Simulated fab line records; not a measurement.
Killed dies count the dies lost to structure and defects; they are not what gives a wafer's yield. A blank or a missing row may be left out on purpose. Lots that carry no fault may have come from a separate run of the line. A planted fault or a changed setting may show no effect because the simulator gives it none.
fab line records	flow ritCmos
[record] lots = 6	wafers = 18	lastDay = 8
route steps=202 shown REOX@99 NLDD@103 PLDD@114 SPACER@125 NSD@131 M1@202
lots that met no fault: taken from a fault-free run of the same line
startH: hours from the record's first day to the start of the lot's first wafer shown	waitH: hours elapsed since this lot's preceding step	" repeats the value in the row above	L1.1+2: a single row standing in for several wafers	- no value, or no start given	* or withheld: withheld	< > ~ a bound
route shown NAME@n: names a module that has steps shown in the file, with the first one's number in the route	usual: mean and standard deviation over wafers with no fault	same: alike in all rows	chamber/n: place in a boat	sites: each site's reading	_std_site: standard deviation across them	_edge_site: the outer-site mean with the inner-site mean subtracted	radiusMm: how far each site lies from the wafer's centre	mask NAME#n: copy n	behind: the tool/chamber that last shaped the wafer	hold: cause of the lot's hold/its duration in hours/its outcome	device: the n, p or np transistor that did not switch	end of line: the route-end tests of the same wafers	a step given without rows: its recipe and nothing more	killed: count of dies lost to structure and defects at first sort (not the wafer's yield)	map: dies across one wafer; x = killed, . = not, _ = none there
set.NAME: the setting as run; set.NAME@STEP: as run at that earlier step	model.NAME: the simulator's own value behind a step, which no gauge read
certain route steps with their lots: each step a table, each wafer a row
services: the hour from which a tool's chamber was out of use, counted from the record's first day as startH (under 0 if before that day), plus the number of hours and why
[[steps]]
[step RIT_REOX_CLEAN_01]
[recipe] chemistry = dHF	dilution = 50:1	timeS = 30
[step RIT_REOX_CLEAN_02]
[recipe] chemistry = SC2	mix = 3:3:50	timeS = 600	tempC = 75	dry = n2Spin
[step RIT_REOX_OXIDATION_03]
[recipe] tempC = 900	ambient = O2	targetThkA = 252	oxTimeS = 5804
[step RIT_REOX_THK_MEAS_04]
[recipe] reads = SiO2_of_REOX_OXIDATION_03
[usual] REOX_OXIDE_THK = 26.1/0.42
lot.wafer	tool	chamber	startH	waitH	REOX_OXIDE_THK[nm]
L196.3	filmMetro-02	-	69.34	0.0	26.3
L196.4	"	-	"	"	26.6
L196.6	"	-	"	"	26.6
L202.1	filmMetro-02	-	97.36	0.0	26.1
L202.3	"	-	"	"	26.0
L202.6	"	-	"	"	26.1
L205.3	filmMetro-02	-	110.39	0.0	26.3
L205.4	"	-	"	"	25.5
L205.6	"	-	"	"	25.8
L206.1	filmMetro-03	-	116.41	0.0	26.1
L206.5	"	-	"	"	26.0
L206.6	"	-	"	"	26.1
L213.2	filmMetro-02	-	147.09	0.0	26.4
L213.4	"	-	"	"	25.8
L213.5	"	-	"	"	26.0
L215.3	filmMetro-02	-	164.32	0.0	26.4
L215.5	"	-	"	"	26.5
L215.6	"	-	"	"	26.4
[step RIT_NLDD_HMDS_00]
[recipe] primeTimeS = 60	primeTempC = 140
[step RIT_NLDD_COAT_01]
[recipe] resist = NOVOLAK	spinRpm = 3250	resistThkNm = 1000
[step RIT_NLDD_SOFTBAKE_02]
[recipe] resist = NOVOLAK	tempC = 90	timeS = 60
[step RIT_NLDD_EXPOSE_03]
[recipe] maskId = M7	na = 0.57	targetCdNm = 40700	doseMj = 250
[step RIT_NLDD_PEB_04]
[recipe] resist = NOVOLAK	tempC = withheld	timeS = withheld
[step RIT_NLDD_DEVELOP_05]
[recipe] resist = NOVOLAK	developTimeS = 50	devTempC = 23
[step RIT_NLDD_OVL_MEAS_06]
[usual] NLDD_OVL = 0.2/1.4
lot.wafer	tool	chamber	startH	waitH	NLDD_OVL[nm]
L196.3	overlay-01	-	70.36	-	-0.6
L196.4	"	-	"	"	0.1
L196.6	"	-	"	"	-2.0
L202.1	overlay-01	-	98.39	-	0.3
L202.3	"	-	"	"	-0.3
L202.6	"	-	"	"	-1.0
L205.3	overlay-01	-	111.43	-	0.8
L205.4	"	-	"	"	-0.5
L205.6	"	-	"	"	-1.5
L206.1	overlay-01	-	117.58	-	0.6
L206.5	"	-	"	"	1.1
L206.6	"	-	"	"	-0.1
L213.2	overlay-01	-	148.12	-	-0.6
L213.4	"	-	"	"	0.4
L213.5	"	-	"	"	-1.0
L215.3	overlay-02	-	165.22	-	1.2
L215.5	"	-	"	"	0.6
L215.6	"	-	"	"	-0.6
[step RIT_NLDD_HARDBAKE_07]
[recipe] resist = NOVOLAK	tempC = 140	timeS = 60
[step RIT_NLDD_IMPLANT_08]
[recipe] species = P	energyKev = 20	doseCm2 = 5e+14	tiltDeg = 7
[usual] doseIonsCm2 = 5e+14/6e+11	faradayCurrentUA = 1571/29
lot.wafer	tool	chamber	startH	waitH	doseIonsCm2	faradayCurrentUA
L196.3	implanter-03	0	70.59	0.1	5.001e+14	1586
L196.4	"	0	"	"	4.995e+14	1607
L196.6	"	0	"	"	4.99e+14	1564
L202.1	implanter-04	0	98.58	0.1	4.997e+14	1575
L202.3	"	0	"	"	4.983e+14	1558
L202.6	"	0	"	"	4.994e+14	1559
L205.3	implanter-04	0	111.66	0.1	2.726e+14	837
L205.4	"	0	"	"	2.728e+14	878
L205.6	"	0	"	"	2.723e+14	840
L206.1	implanter-04	0	117.78	0.1	2.727e+14	881
L206.5	"	0	"	"	2.714e+14	865
L206.6	"	0	"	"	2.723e+14	827
L213.2	implanter-01	0	148.32	0.1	5.005e+14	1564
L213.4	"	0	"	"	5.008e+14	1603
L213.5	"	0	"	"	5.003e+14	1553
L215.3	implanter-01	0	165.61	0.1	5.001e+14	1547
L215.5	"	0	"	"	5.007e+14	1594
L215.6	"	0	"	"	4.994e+14	1535
[step RIT_NLDD_STRIP_09]
[recipe] chemistry = O2	timeS = 180	resist = NOVOLAK	platenTempC = withheld	powerW = 500	pressureMtorr = 4000	o2FlowSccm = 4000
[usual] drypumpMotorCurrentA = 6.0/0.31	rfReflPowerW = 7.1/1.2
lot.wafer	tool	chamber	startH	waitH	drypumpMotorCurrentA	rfHoursCounterH	rfReflPowerW
L196.3	plasmaAsher-04	0	70.75	0.1	6.7	-	5.9
L196.4	"	1	"	"	6.3	-	6.8
L196.6	"	1	"	"	6.3	-	6.9
L202.1	plasmaAsher-02	1	98.73	0.1	5.9	47	7.1
L202.3	"	0	"	"	5.8	-	6.0
L202.6	"	0	"	"	5.8	-	6.4
L205.3	plasmaAsher-04	1	111.81	0.1	6.3	-	6.8
L205.4	"	0	"	"	6.7	-	5.8
L205.6	"	1	"	"	6.3	-	6.6
L206.1	plasmaAsher-04	1	117.93	0.1	6.3	30	6.6
L206.5	"	1	"	"	6.3	-	6.7
L206.6	"	0	"	"	6.6	-	5.8
L213.2	plasmaAsher-02	0	148.45	0.1	5.8	54	6.5
L213.4	"	1	"	"	5.9	-	7.5
L213.5	"	0	"	"	5.8	-	6.2
L215.3	plasmaAsher-04	1	165.77	0.1	6.3	-	6.7
L215.5	"	1	"	"	6.3	-	6.9
L215.6	"	0	"	"	6.7	-	6.3
[step RIT_NLDD_TW_MEAS_10]
[usual] NLDD_TW = 2472/12
lot.wafer	tool	chamber	startH	waitH	NLDD_TW
L196.3	filmMetro-03	-	70.88	0.1	2468
L196.4	"	-	"	"	2467
L196.6	"	-	"	"	2453
L202.1	filmMetro-04	-	98.91	0.1	2464
L202.3	"	-	"	"	2465
L202.6	"	-	"	"	2474
L205.3	filmMetro-03	-	111.95	0.1	2089
L205.4	"	-	"	"	2092
L205.6	"	-	"	"	2096
L206.1	filmMetro-03	-	118.11	0.1	2081
L206.5	"	-	"	"	2102
L206.6	"	-	"	"	2099
L213.2	filmMetro-01	-	148.63	0.1	2480
L213.4	"	-	"	"	2470
L213.5	"	-	"	"	2470
L215.3	filmMetro-03	-	165.90	0.1	2463
L215.5	"	-	"	"	2485
L215.6	"	-	"	"	2481
[step RIT_PLDD_HMDS_00]
[recipe] primeTimeS = 60	primeTempC = 140
[step RIT_PLDD_COAT_01]
[recipe] resist = NOVOLAK	spinRpm = 3250	resistThkNm = 1012
[step RIT_PLDD_SOFTBAKE_02]
[recipe] resist = NOVOLAK	tempC = 90	timeS = 60
[step RIT_PLDD_EXPOSE_03]
[recipe] maskId = M8	na = 0.57	targetCdNm = 40900	doseMj = 250
[step RIT_PLDD_PEB_04]
[recipe] resist = NOVOLAK	tempC = withheld	timeS = withheld
[step RIT_PLDD_DEVELOP_05]
[recipe] resist = NOVOLAK	developTimeS = 50	devTempC = 23
[step RIT_PLDD_OVL_MEAS_06]
[usual] PLDD_OVL = 0.4/1.3
lot.wafer	tool	chamber	startH	waitH	PLDD_OVL[nm]
L196.3	overlay-01	-	71.78	-	1.4
L196.4	"	-	"	"	0.2
L196.6	"	-	"	"	-0.5
L202.1	overlay-02	-	99.82	-	-1.6
L202.3	"	-	"	"	-1.5
L202.6	"	-	"	"	-0.8
L205.3	overlay-02	-	112.88	-	-0.2
L205.4	"	-	"	"	0.3
L205.6	"	-	"	"	-0.6
L206.1	overlay-02	-	119.03	-	-1.8
L206.5	"	-	"	"	-0.3
L206.6	"	-	"	"	0.1
L213.2	overlay-02	-	149.54	-	-0.1
L213.4	"	-	"	"	1.8
L213.5	"	-	"	"	1.7
L215.3	overlay-02	-	166.93	-	2.0
L215.5	"	-	"	"	0.1
L215.6	"	-	"	"	-0.2
[step RIT_PLDD_HARDBAKE_07]
[recipe] resist = NOVOLAK	tempC = 140	timeS = 60
[step RIT_PLDD_IMPLANT_08]
[recipe] species = BF2	energyKev = 20	doseCm2 = 9e+14	tiltDeg = 7
[step RIT_PLDD_STRIP_09]
[recipe] chemistry = O2	timeS = 180	resist = NOVOLAK	platenTempC = withheld	powerW = 500	pressureMtorr = 4000	o2FlowSccm = 4000
[usual] drypumpMotorCurrentA = 6.2/0.36	rfReflPowerW = 6.7/1.5
lot.wafer	tool	chamber	startH	waitH	drypumpMotorCurrentA	rfHoursCounterH	rfReflPowerW
L196.3	plasmaAsher-01	1	72.17	0.1	6.4	-	5.5
L196.4	"	0	"	"	5.7	-	5.0
L196.6	"	0	"	"	5.7	-	5.0
L202.1	plasmaAsher-03	1	100.15	0.1	5.7	46	9.9
L202.3	"	0	"	"	5.8	-	7.4
L202.6	"	1	"	"	5.7	-	10.1
L205.3	plasmaAsher-04	0	113.26	0.1	6.7	-	6.1
L205.4	"	1	"	"	6.3	-	6.6
L205.6	"	1	"	"	6.3	-	6.6
L206.1	plasmaAsher-01	1	119.37	0.1	6.5	0	5.5
L206.5	"	0	"	"	5.7	-	5.0
L206.6	"	1	"	"	6.4	-	5.5
L213.2	plasmaAsher-03	0	149.87	0.1	5.8	50	7.3
L213.4	"	0	"	"	5.8	-	7.1
L213.5	"	0	"	"	5.9	-	7.0
L215.3	plasmaAsher-04	0	167.31	0.1	6.7	-	6.3
L215.5	"	0	"	"	6.7	-	6.0
L215.6	"	1	"	"	6.3	-	6.7
[step RIT_PLDD_TW_MEAS_10]
[usual] PLDD_TW = 2328/13
lot.wafer	tool	chamber	startH	waitH	PLDD_TW
L196.3	filmMetro-03	-	72.30	0.1	2339
L196.4	"	-	"	"	2340
L196.6	"	-	"	"	2330
L202.1	filmMetro-01	-	100.33	0.1	2339
L202.3	"	-	"	"	2326
L202.6	"	-	"	"	2341
L205.3	filmMetro-03	-	113.40	0.1	2334
L205.4	"	-	"	"	2333
L205.6	"	-	"	"	2331
L206.1	filmMetro-04	-	119.54	0.1	2321
L206.5	"	-	"	"	2315
L206.6	"	-	"	"	2317
L213.2	filmMetro-04	-	150.05	0.1	2320
L213.4	"	-	"	"	2315
L213.5	"	-	"	"	2313
L215.3	filmMetro-04	-	167.45	0.1	2305
L215.5	"	-	"	"	2312
L215.6	"	-	"	"	2315
[step RIT_SPACER_CLEAN_00]
[recipe] chemistry = SC1	mix = 3:3:50	timeS = 600	tempC = 75
[step RIT_SPACER_CLEAN_01]
[recipe] chemistry = dHF	dilution = 50:1	timeS = 30
[step RIT_SPACER_CLEAN_02]
[recipe] chemistry = SC2	mix = 3:3:50	timeS = 600	tempC = 75	dry = n2Spin
[step RIT_SPACER_CVD_03]
[recipe] material = Si3N4	targetThkNm = 250	tempC = 810	precursor = SiH2Cl2/NH3	timeS = 3300	pressureMtorr = 300	sih2cl2FlowSccm = 60	nh3FlowSccm = 150
[step RIT_SPACER_THK_MEAS_04]
[recipe] reads = Si3N4_of_SPACER_CVD_03
[usual] SPACER_NITRIDE_THK = 250.2/2.7
lot.wafer	tool	chamber	startH	waitH	SPACER_NITRIDE_THK[nm]
L196.3	filmMetro-04	-	74.65	0.0	248.7
L196.4	"	-	"	"	248.3
L196.6	"	-	"	"	247.8
L202.1	filmMetro-02	-	103.63	0.0	251.0
L202.3	"	-	"	"	251.4
L202.6	"	-	"	"	250.1
L205.3	filmMetro-02	-	115.74	0.0	248.5
L205.4	"	-	"	"	247.8
L205.6	"	-	"	"	248.3
L206.1	filmMetro-04	-	121.92	0.0	253.5
L206.5	"	-	"	"	251.6
L206.6	"	-	"	"	251.2
L213.2	filmMetro-03	-	152.41	0.0	250.1
L213.4	"	-	"	"	251.0
L213.5	"	-	"	"	250.4
L215.3	filmMetro-04	-	169.79	0.0	250.8
L215.5	"	-	"	"	251.0
L215.6	"	-	"	"	252.1
[step RIT_SPACER_ETCHBACK_05]
[recipe] targetDepthA = 2500	SF6_flow_sccm = 30	CHF3_flow_sccm = 30	target = Si3N4	chemistry = SF6/CHF3	pressureMtorr = 40	rfW = 250	timeS = 240	stopOn = SiO2
[usual] drypumpMotorCurrentA = 5.8/0.47	oesProductAu = 0.849/0.013	rfFwdPowerW = 249.2/0.74	throttleValvePct = 10.30/0.16
lot.wafer	tool	chamber	startH	waitH	drypumpMotorCurrentA	oesProductAu	rfFwdPowerW	rfHoursCounterH	throttleValvePct
L196.3	rieDiel-04	3	74.69	0.0	5.4	0.834	250.1	91	10.13
L196.4	"	2	"	"	5.6	0.842	250.2	4	10.10
L196.6	"	0	"	"	6.1	0.858	249.4	-	10.27
L202.1	rieDiel-01	0	103.69	0.1	6.4	0.854	248.7	6	10.46
L202.3	"	3	"	"	6.1	0.859	249.0	18	10.12
L202.6	"	1	"	"	6.2	0.833	249.8	-	10.09
L205.3	rieDiel-02	2	115.78	0.0	5.7	0.840	249.2	36	10.32
L205.4	"	3	"	"	5.1	0.860	249.4	70	10.17
L205.6	"	3	"	"	5.1	0.861	249.3	-	10.17
L206.1	rieDiel-01	0	121.98	0.1	6.4	0.864	249.2	7	10.47
L206.5	"	1	"	"	6.2	0.842	250.1	-	10.06
L206.6	"	2	"	"	5.1	0.873	249.0	-	10.32
L213.2	rieDiel-02	2	152.46	0.0	5.7	0.838	248.6	37	10.34
L213.4	"	0	"	"	6.2	0.836	250.0	42	10.44
L213.5	"	1	"	"	6.4	0.844	249.4	-	10.48
L215.3	rieDiel-01	1	169.83	0.0	6.3	0.850	248.7	6	10.07
L215.5	"	2	"	"	5.1	0.839	250.1	-	10.33
L215.6	"	1	"	"	6.3	0.843	249.2	-	10.07
[step RIT_NSD_HMDS_00]
[recipe] primeTimeS = 60	primeTempC = 140
[step RIT_NSD_COAT_01]
[recipe] resist = NOVOLAK	spinRpm = 3250	resistThkNm = 1000
[step RIT_NSD_SOFTBAKE_02]
[recipe] resist = NOVOLAK	tempC = 90	timeS = 60
[step RIT_NSD_EXPOSE_03]
[recipe] maskId = M9	na = 0.57	targetCdNm = 40700	doseMj = 250
[step RIT_NSD_PEB_04]
[recipe] resist = NOVOLAK	tempC = withheld	timeS = withheld
[step RIT_NSD_DEVELOP_05]
[recipe] resist = NOVOLAK	developTimeS = 50	devTempC = 23.85
[step RIT_NSD_OVL_MEAS_06]
[usual] NSD_OVL = 0.3/1.5
lot.wafer	tool	chamber	startH	waitH	NSD_OVL[nm]
L196.3	overlay-01	-	75.82	-	2.3
L196.4	"	-	"	"	1.1
L196.6	"	-	"	"	0.1
L202.1	overlay-02	-	104.81	-	0.0
L202.3	"	-	"	"	-0.7
L202.6	"	-	"	"	0.4
L205.3	overlay-02	-	116.80	-	0.0
L205.4	"	-	"	"	-2.7
L205.6	"	-	"	"	-1.7
L206.1	overlay-01	-	122.98	-	1.8
L206.5	"	-	"	"	-1.0
L206.6	"	-	"	"	0.4
L213.2	overlay-02	-	153.59	-	0.0
L213.4	"	-	"	"	-0.5
L213.5	"	-	"	"	2.9
L215.3	overlay-01	-	170.84	-	1.5
L215.5	"	-	"	"	0.6
L215.6	"	-	"	"	5.1
[step RIT_NSD_HARDBAKE_07]
[recipe] resist = NOVOLAK	tempC = 140	timeS = 60
[step RIT_NSD_IMPLANT_08]
[recipe] species = P	energyKev = 25	doseCm2 = 1e+15	tiltDeg = 7
[step RIT_NSD_STRIP_09]
[recipe] chemistry = O2	timeS = 180	resist = NOVOLAK	platenTempC = withheld	powerW = 500	pressureMtorr = 4000	o2FlowSccm = 4000
[usual] drypumpMotorCurrentA = 5.92/0.24	rfReflPowerW = 6.6/1.4
lot.wafer	tool	chamber	startH	waitH	drypumpMotorCurrentA	rfHoursCounterH	rfReflPowerW
L196.3	plasmaAsher-03	0	76.21	0.1	5.85	-	6.7
L196.4	"	1	"	"	5.76	-	9.8
L196.6	"	0	"	"	5.87	-	6.9
L202.1	plasmaAsher-02	1	105.23	0.1	5.95	48	7.1
L202.3	"	1	"	"	5.94	-	7.3
L202.6	"	1	"	"	5.94	-	7.3
L205.3	plasmaAsher-02	1	117.35	0.1	5.92	-	7.4
L205.4	"	0	"	"	5.74	-	6.3
L205.6	"	1	"	"	5.92	-	7.4
L206.1	plasmaAsher-02	1	123.32	0.1	5.93	51	7.4
L206.5	"	0	"	"	5.79	-	6.4
L206.6	"	1	"	"	5.96	-	7.1
L213.2	plasmaAsher-03	1	153.92	0.1	5.76	51	9.7
L213.4	"	1	"	"	5.77	-	9.8
L213.5	"	0	"	"	5.84	-	6.8
L215.3	plasmaAsher-01	0	171.23	0.1	5.74	-	5.2
L215.5	"	1	"	"	6.42	-	5.5
L215.6	"	0	"	"	5.75	-	5.1
[step RIT_SDANNEAL_RS_MEAS_07]
[recipe] thkMeasGauge = four-point-probe
[usual] NLDD_RS = 151.5/0.55
lot.wafer	tool	chamber	startH	waitH	NLDD_RS[ohm/sq]
L196.3	filmMetro-01	-	78.69	0.1	151.4
L196.4	"	-	"	"	151.4
L196.6	"	-	"	"	151.8
L202.1	filmMetro-04	-	108.01	0.1	150.9
L202.3	"	-	"	"	151.2
L202.6	"	-	"	"	151.2
L205.3	filmMetro-01	-	120.02	0.1	244.5
L205.4	"	-	"	"	245.1
L205.6	"	-	"	"	243.9
L206.1	filmMetro-03	-	125.89	0.1	245.0
L206.5	"	-	"	"	242.8
L206.6	"	-	"	"	242.8
L213.2	filmMetro-01	-	156.39	0.1	151.1
L213.4	"	-	"	"	151.8
L213.5	"	-	"	"	151.3
L215.3	filmMetro-01	-	173.78	0.1	151.6
L215.5	"	-	"	"	151.6
L215.6	"	-	"	"	151.1
[step RIT_M1_PROBE_99]
[usual] killedAtFrontEnd = 7.5/2.8	killedDies = 7.6/2.9	killedOpen = 3.7/2	killedShort = 3.8/2
[same] grossDies = 264	killed_at_M0_to_M3 = 0	killed_at_M4_up = 0	killedAtBackSide = 0	killedAtContacts = 0	killedAtOther = 0
lot.wafer	tool	chamber	startH	waitH	killedAtFrontEnd	killedDies	killedOpen	killedShort	model.etest.nmos_0p15.rOnOhmUm	model.etest.nmos_0p3.rOnOhmUm	model.etest.nldd.rsOhmSq	model.etest.nmosTurned.driveUaUm	model.etest.nmos_0p15.driveUaUm	model.etest.nldd.lineOhmUm	model.etest.nmos_0p3.driveUaUm	model.etest.nmosNarrow.driveUaUm
L196.3	prober-02	-	86.00	0.2	6	6	4	2	1206	2196	432.3	294.1	453.8	137.7	227.5	225.7
L196.4	prober-02	-	86.05	0.2	9	9	3	5	1172	2154	441	285.9	450.6	139.7	230.9	227.7
L196.6	prober-02	-	86.15	0.2	7	7	1	6	1159	2141	445.1	291.9	461.9	140.2	234	231
L202.1	prober-02	-	115.30	0.1	11	11	6	5	1136	2164	384.9	321.1	473.9	124.2	224.6	221.2
L202.3	prober-02	-	115.40	0.2	10	10	5	5	1147	2183	389.7	316.3	458.9	124.6	220.7	216.6
L202.6	prober-02	-	115.55	0.2	13	13	5	8	1172	2211	389.2	314.8	457.1	123	221.4	217.5
L205.3	prober-02	-	127.19	0.2	5	5	0	5	1556	2594	676.8	155.3	360.7	215.3	196.5	192.3
L205.4	prober-02	-	127.24	0.2	6	6	4	2	1574	2613	644.3	168.1	358.7	206.3	192.5	190.3
L205.6	prober-02	-	127.34	0.2	7	7	5	2	1562	2573	649.4	162.6	358.4	209.6	195.5	190.4
L206.1	prober-02	-	134.08	0.1	3	3	0	3	1569	2590	698.6	154.8	362.5	221.2	199.6	198.2
L206.5	prober-02	-	134.28	0.2	11	11	5	6	1582	2583	698.9	160.7	364.9	221.2	200.8	199.3
L206.6	prober-02	-	134.33	0.2	7	7	5	2	1568	2578	695.2	161.4	365.8	217.8	200.2	200.4
L213.2	prober-02	-	163.29	0.1	8	8	5	3	1172	2155	402.9	308.5	459.4	131	231.2	222.3
L213.4	prober-02	-	163.39	0.2	9	9	6	3	1185	2192	394.1	310.2	456.1	124.4	224.4	220.6
L213.5	prober-02	-	163.44	0.2	8	8	3	5	1148	2141	397.1	317.1	467.7	126.1	230.8	227.1
L215.3	prober-02	-	180.73	0.2	10	10	5	5	1172	2200	400.3	306.4	451.6	126.8	222.7	214.9
L215.5	prober-02	-	180.83	0.2	8	8	1	7	1152	2195	406	296.7	445.1	129.7	218.4	211.8
L215.6	prober-02	-	180.88	0.2	13	13	7	6	1197	2252	400.6	298	439.9	128.3	218.3	209.5
// killed by level:class
L196.3 GATE:geometricParticle:open=2 SILICIDE:geometricParticle:open=2 FOX2:geometricParticle:short=1 REOX:geometricParticle:short=1
L196.4 GATE:geometricParticle:open=2 GATE:geometricParticle:short=2 FOX1:geometricParticle:short=1 REOX:geometricParticle:open=1 REOX:geometricParticle:short=1 SPACER:geometricParticle:short=1 NSD:coatMicrobubblePrinted=1
L196.6 GATE:geometricParticle:short=3 REOX:geometricParticle:short=2 FOX1:geometricParticle:short=1 GATE:geometricParticle:open=1
L202.1 REOX:geometricParticle:open=4 GATE:geometricParticle:short=2 ACTIVE:geometricParticle:short=1 GATE:geometricParticle:open=1 REOX:geometricParticle:short=1 SPACER:geometricParticle:open=1 SILICIDE:geometricParticle:short=1
L202.3 REOX:geometricParticle:short=2 SILICIDE:geometricParticle:open=2 FOX1:geometricParticle:open=1 FOX2:geometricParticle:short=1 REOX:geometricParticle:open=1 SPACER:geometricParticle:open=1 SPACER:geometricParticle:short=1 SILICIDE:geometricParticle:short=1
L202.6 GATE:geometricParticle:short=4 REOX:geometricParticle:open=2 SILICIDE:geometricParticle:open=2 SILICIDE:geometricParticle:short=2 FOX2:geometricParticle:short=1 REOX:geometricParticle:short=1 SPACER:geometricParticle:open=1
L205.3 REOX:geometricParticle:short=3 FOX2:geometricParticle:short=1 GATE:geometricParticle:short=1
L205.4 GATE:geometricParticle:open=4 GATE:geometricParticle:short=1 SPACER:geometricParticle:short=1
L205.6 FOX2:geometricParticle:open=2 GATE:geometricParticle:open=2 GATE:geometricParticle:short=1 REOX:geometricParticle:open=1 REOX:geometricParticle:short=1
L206.1 FOX1:geometricParticle:short=2 GATE:geometricParticle:short=1
L206.5 FOX2:geometricParticle:short=2 GATE:geometricParticle:open=2 SPACER:geometricParticle:open=2 SILICIDE:geometricParticle:short=2 FOX1:geometricParticle:open=1 GATE:geometricParticle:short=1 REOX:geometricParticle:short=1
L206.6 GATE:geometricParticle:open=3 FOX1:geometricParticle:short=1 FOX1:geometricParticle:open=1 REOX:geometricParticle:short=1 SILICIDE:geometricParticle:open=1
L213.2 REOX:geometricParticle:open=4 GATE:geometricParticle:short=2 FOX1:geometricParticle:open=1 REOX:geometricParticle:short=1
L213.4 GATE:geometricParticle:open=2 REOX:geometricParticle:open=2 SPACER:geometricParticle:open=2 FOX2:geometricParticle:short=1 GATE:geometricParticle:short=1 REOX:geometricParticle:short=1
L213.5 GATE:geometricParticle:short=2 SILICIDE:geometricParticle:short=2 FOX2:geometricParticle:open=1 REOX:geometricParticle:short=1 REOX:geometricParticle:open=1 SILICIDE:geometricParticle:open=1
L215.3 FOX1:geometricParticle:open=3 GATE:geometricParticle:short=3 GATE:geometricParticle:open=2 FOX2:geometricParticle:short=1 SPACER:geometricParticle:short=1
L215.5 GATE:geometricParticle:short=4 SPACER:geometricParticle:short=2 GATE:geometricParticle:open=1 REOX:geometricParticle:short=1
L215.6 GATE:geometricParticle:short=3 FOX1:geometricParticle:open=2 GATE:geometricParticle:open=2 SPACER:geometricParticle:open=2 ACTIVE:geometricParticle:open=1 FOX2:geometricParticle:short=1 REOX:geometricParticle:short=1 SPACER:geometricParticle:short=1
[[services]]
tool	chamber	startH	hours	kind
rieDiel-04	3	60.04	2.2	repair
implanter-04	-	63.54	1.4	repair
plasmaAsher-02	-	72.58	11.4	pm
implanter-03	-	78.52	5.1	repair
implanter-04	-	79.59	1.8	repair
rieDiel-02	3	100.56	8.9	repair
rieDiel-04	-	107.70	28.1	pm
plasmaAsher-01	-	108.75	9.0	pm
plasmaAsher-01	0	108.75	9.0	ventCycle
plasmaAsher-01	1	108.75	9.0	ventCycle
plasmaAsher-03	-	110.39	7.6	repair
plasmaAsher-01	0	117.75	-	clean
plasmaAsher-01	1	117.75	-	clean
implanter-03	-	121.64	3.7	repair
rieDiel-01	2	130.62	-	clean
rieDiel-01	2	130.62	23.5	scheduledDown
rieDiel-01	2	130.62	23.5	ventCycle
implanter-03	-	134.88	18.7	repair
plasmaAsher-04	-	158.88	1.4	repair
plasmaAsher-03	-	162.43	1.9	repair
implanter-01	-	169.80	2.1	repair
implanter-04	-	169.81	3.1	pm
[[key]]
[firstSign] step = RIT_NLDD_IMPLANT_08	reading = doseIonsCm2	direction = down	sigmas = 99+	usual = 5e+14	struck = 2.723e+14
[effect] step = RIT_NLDD_IMPLANT_08	reading = faradayCurrentUA	direction = down	sigmas = 24	usual = 1571	struck = 855
[effect] step = RIT_NLDD_TW_MEAS_10	reading = NLDD_TW	direction = down	sigmas = 30	usual = 2472	struck = 2093
[effect] step = RIT_SDANNEAL_RS_MEAS_07	reading = NLDD_RS	direction = up	sigmas = 99+	usual = 151.5	struck = 244.0
[modelEffect] step = RIT_M1_PROBE_99	value = etest.nmos_0p15.rOnOhmUm	without = 1160	struck = 1568
metAt RIT_NLDD_IMPLANT_08
struckWafers L205.3,L205.4,L205.6,L206.1,L206.5,L206.6
testerLeftOut L205,L206
onsetBetween 98.58 111.66
[fault] kind = processParameterDrift	tool = implanter-04	chamber = -	onsetH = 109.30	steps = RIT_NLDD_IMPLANT_08	channel = doseCm2	offset = -2.2733e+14	shape = step	endH = 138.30	actsIn = theseRecipesOnly	stated = 5e+14
// testerLeftOut: of these lots the tester's yield and bins aren't shown, on N5 and GAA mostly nor the transistor test; their killed dies are dies lost to structure and defects alone, not to doping, threshold or leakage, so they don't give the yield
